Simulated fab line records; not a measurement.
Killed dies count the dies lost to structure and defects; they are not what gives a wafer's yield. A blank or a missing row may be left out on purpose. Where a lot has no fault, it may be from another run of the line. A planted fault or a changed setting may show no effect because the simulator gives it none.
Matching of chambers || flow berkeley cmos170 || UCB170_V1_CMP_02 on cmp-02: 4 sister chambers
The step polishes SiO2. 8 wafers are shown with their chamber, then 7 later ones without.

## WAFERS, EACH WITH ITS CHAMBER
{"wafer": "L333.1", "chamber": 3, "motor current A (A)": 17.6, "head pressure psi (psi)": 5.997}
{"wafer": "L337.2", "chamber": 0, "motor current A (A)": 17.0, "head pressure psi (psi)": 6.010}
{"wafer": "L337.3", "chamber": 1, "motor current A (A)": 16.3, "head pressure psi (psi)": 6.052}
{"wafer": "L347.1", "chamber": 2, "motor current A (A)": 18.5, "head pressure psi (psi)": 5.996}
{"wafer": "L347.2", "chamber": 0, "motor current A (A)": 16.2, "head pressure psi (psi)": 5.988}
{"wafer": "L347.3", "chamber": 3, "motor current A (A)": 17.6, "head pressure psi (psi)": 6.022}
{"wafer": "L349.1", "chamber": 2, "motor current A (A)": 18.9, "head pressure psi (psi)": 6.001}
{"wafer": "L349.2", "chamber": 1, "motor current A (A)": 16.5, "head pressure psi (psi)": 6.020}

## WAFERS MISSING THEIR CHAMBER
{"wafer": "L349.3", "motor current A (A)": 17.3, "head pressure psi (psi)": 5.995}
{"wafer": "L350.1", "motor current A (A)": 18.5, "head pressure psi (psi)": 6.001}
{"wafer": "L350.3", "motor current A (A)": 16.6, "head pressure psi (psi)": 5.990}
{"wafer": "L350.6", "motor current A (A)": 16.7, "head pressure psi (psi)": 5.994}
{"wafer": "L352.2", "motor current A (A)": 17.3, "head pressure psi (psi)": 6.003}
{"wafer": "L352.4", "motor current A (A)": 19.0, "head pressure psi (psi)": 6.021}
{"wafer": "L352.5", "motor current A (A)": 16.8, "head pressure psi (psi)": 5.986}

## WHICH CHAMBER EACH WENT THROUGH
{"wafer": "L349.3", "from the rows above": "can't be placed: 3 or 0", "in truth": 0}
{"wafer": "L350.1", "from the rows above": 2, "in truth": 2}
{"wafer": "L350.3", "from the rows above": 0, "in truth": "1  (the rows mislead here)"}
{"wafer": "L350.6", "from the rows above": 0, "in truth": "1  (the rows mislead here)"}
{"wafer": "L352.2", "from the rows above": "can't be placed: 3 or 0", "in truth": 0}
{"wafer": "L352.4", "from the rows above": 2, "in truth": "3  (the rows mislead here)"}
{"wafer": "L352.5", "from the rows above": "can't be placed: 0 or 3", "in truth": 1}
1 of 7 placed correctly. From these rows, 3 cannot be placed; in 2 the true chamber is one of the candidates. Placed wrongly: 3.
How it was worked out, from the rows above alone: a wafer's distance from a chamber is the root of the sum, over the readings, of the square of ((its reading less the chamber's mean) divided by the reading's scatter). The wafer belongs to the nearest chamber; if the next one is less than 2 further off, it can't be placed. The mean given for a chamber averages the wafers shown for that chamber. The scatter: the root of (the sum of the squares of (reading less its chamber's mean) over the shown wafers, divided by (wafers less chambers)).
